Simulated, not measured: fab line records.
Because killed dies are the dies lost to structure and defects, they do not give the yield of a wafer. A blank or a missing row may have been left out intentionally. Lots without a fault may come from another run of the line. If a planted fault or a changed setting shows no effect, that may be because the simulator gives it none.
Split-lot study :: flow berkeleyCmos170 :: route with 331 steps; 5 lots, 23 wafers read

ON THE SPLIT
At UCB170_PFIELD_IMPLANT_07, the setting energyKev was moved away from the recipe's 80 on 7 of the 23 wafers read, by +1.9% to +3.9%. This setting was run at the recipe's value on the other wafers.

Reading taken at the split's own step.

THE READING
The simulator's own value implant.drpNm, read by no gauge, in nm at UCB170_PFIELD_IMPLANT_07. There is no usual value for it anywhere in the file.

wafer: L076.1
tool, chamber at the split: implanter-02, 0
energyKev as run: 80
against the recipe: recipe
implant.drpNm, nm: 74.86
against lot-mates on the recipe: -

wafer: L076.2
tool, chamber at the split: implanter-02, 0
energyKev as run: 80
against the recipe: recipe
implant.drpNm, nm: 74.86
against lot-mates on the recipe: -

wafer: L076.3
tool, chamber at the split: implanter-02, 0
energyKev as run: 80
against the recipe: recipe
implant.drpNm, nm: 74.86
against lot-mates on the recipe: -

wafer: L077.2
tool, chamber at the split: implanter-04, 0
energyKev as run: 81.52
against the recipe: +1.9%
implant.drpNm, nm: 75.53
against lot-mates on the recipe: +0.67

wafer: L077.5
tool, chamber at the split: implanter-04, 0
energyKev as run: 81.52
against the recipe: +1.9%
implant.drpNm, nm: 75.53
against lot-mates on the recipe: +0.67

wafer: L077.3
tool, chamber at the split: implanter-04, 0
energyKev as run: 80
against the recipe: recipe
implant.drpNm, nm: 74.86
against lot-mates on the recipe: -

wafer: L077.4
tool, chamber at the split: implanter-04, 0
energyKev as run: 80
against the recipe: recipe
implant.drpNm, nm: 74.86
against lot-mates on the recipe: -

wafer: L077.6
tool, chamber at the split: implanter-04, 0
energyKev as run: 80
against the recipe: recipe
implant.drpNm, nm: 74.86
against lot-mates on the recipe: -

wafer: L080.1
tool, chamber at the split: implanter-01, 0
energyKev as run: 83.16
against the recipe: +3.9%
implant.drpNm, nm: 76.23
against lot-mates on the recipe: +1.37

wafer: L080.3
tool, chamber at the split: implanter-01, 0
energyKev as run: 83.16
against the recipe: +3.9%
implant.drpNm, nm: 76.23
against lot-mates on the recipe: +1.37

wafer: L080.6
tool, chamber at the split: implanter-01, 0
energyKev as run: 83.16
against the recipe: +3.9%
implant.drpNm, nm: 76.23
against lot-mates on the recipe: +1.37

wafer: L080.2
tool, chamber at the split: implanter-01, 0
energyKev as run: 80
against the recipe: recipe
implant.drpNm, nm: 74.86
against lot-mates on the recipe: -

wafer: L080.4
tool, chamber at the split: implanter-01, 0
energyKev as run: 80
against the recipe: recipe
implant.drpNm, nm: 74.86
against lot-mates on the recipe: -

wafer: L083.1
tool, chamber at the split: implanter-02, 0
energyKev as run: 80
against the recipe: recipe
implant.drpNm, nm: 74.86
against lot-mates on the recipe: -

wafer: L083.5
tool, chamber at the split: implanter-02, 0
energyKev as run: 80
against the recipe: recipe
implant.drpNm, nm: 74.86
against lot-mates on the recipe: -

wafer: L083.6
tool, chamber at the split: implanter-02, 0
energyKev as run: 80
against the recipe: recipe
implant.drpNm, nm: 74.86
against lot-mates on the recipe: -

wafer: L083.2
tool, chamber at the split: implanter-02, 0
energyKev as run: 82.44
against the recipe: +3.0%
implant.drpNm, nm: 75.92
against lot-mates on the recipe: +1.06

wafer: L083.4
tool, chamber at the split: implanter-02, 0
energyKev as run: 82.44
against the recipe: +3.0%
implant.drpNm, nm: 75.92
against lot-mates on the recipe: +1.06

wafer: L084.1
tool, chamber at the split: implanter-01, 0
energyKev as run: 80
against the recipe: recipe
implant.drpNm, nm: 74.86
against lot-mates on the recipe: -

wafer: L084.2
tool, chamber at the split: implanter-01, 0
energyKev as run: 80
against the recipe: recipe
implant.drpNm, nm: 74.86
against lot-mates on the recipe: -

wafer: L084.4
tool, chamber at the split: implanter-01, 0
energyKev as run: 80
against the recipe: recipe
implant.drpNm, nm: 74.86
against lot-mates on the recipe: -

wafer: L084.5
tool, chamber at the split: implanter-01, 0
energyKev as run: 80
against the recipe: recipe
implant.drpNm, nm: 74.86
against lot-mates on the recipe: -

wafer: L084.6
tool, chamber at the split: implanter-01, 0
energyKev as run: 80
against the recipe: recipe
implant.drpNm, nm: 74.86
against lot-mates on the recipe: -

FIT RESULTS
A straight line over all 23 wafers: implant.drpNm changes by +0.347 nm for each +1% of energyKev; r = +1.00; the points scatter about the line by 0.0031 nm.
The same after taking each lot's own level away (the mean of its wafers on the recipe; 23 wafers): +0.347 nm for each +1%; r = +1.00; scatter 0.0031 nm.
Per that fit: largest energyKev move, reading shift of 1.4 nm.
The lots' own levels span 74.860 to 74.860 nm.
The two slopes are in agreement: the lot-to-lot level therefore moves the slope only a little.
Check: for one of the wafers moved furthest among these (+3.9%), held out of the fit, the line's prediction against its lot-mates is +1.37 nm. It came out at +1.37 nm against them.

OTHER SPLITS APPLIED TO THESE WAFERS
Other splits were also applied to these wafers ahead of the reading. Each is held against what the fit with the lots' levels taken away leaves over:
other split on the same wafers: UCB170_ZERO_STRIP_07 o2FlowSccm
wafers away from the commonest value: 6
r with implant.drpNm (lot level and that fit taken away): +0.10

other split on the same wafers: UCB170_PWELL_CVD_05 tempC
wafers away from the commonest value: 10
r with implant.drpNm (lot level and that fit taken away): -0.06

other split on the same wafers: UCB170_PWELL_ETCH_14 rfW
wafers away from the commonest value: 4
r with implant.drpNm (lot level and that fit taken away): +0.00

THE WHOLE CHAIN: every reading that the file lists as answering this split, in the file's order
step: UCB170_PFIELD_IMPLANT_07
what it does: 
reading: implant.rpNm (the simulator's own value, which no gauge read)
change (the file's fit): +2.18 nm for each +1% of the setting
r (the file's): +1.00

step: UCB170_PFIELD_IMPLANT_07
what it does: 
reading: implant.drpNm (the simulator's own value, which no gauge read)
change (the file's fit): +0.348 nm for each +1% of the setting
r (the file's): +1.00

THE FILE'S OWN FIT
implant.drpNm changes by +0.348 nm for each +1% of energyKev, r = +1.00.
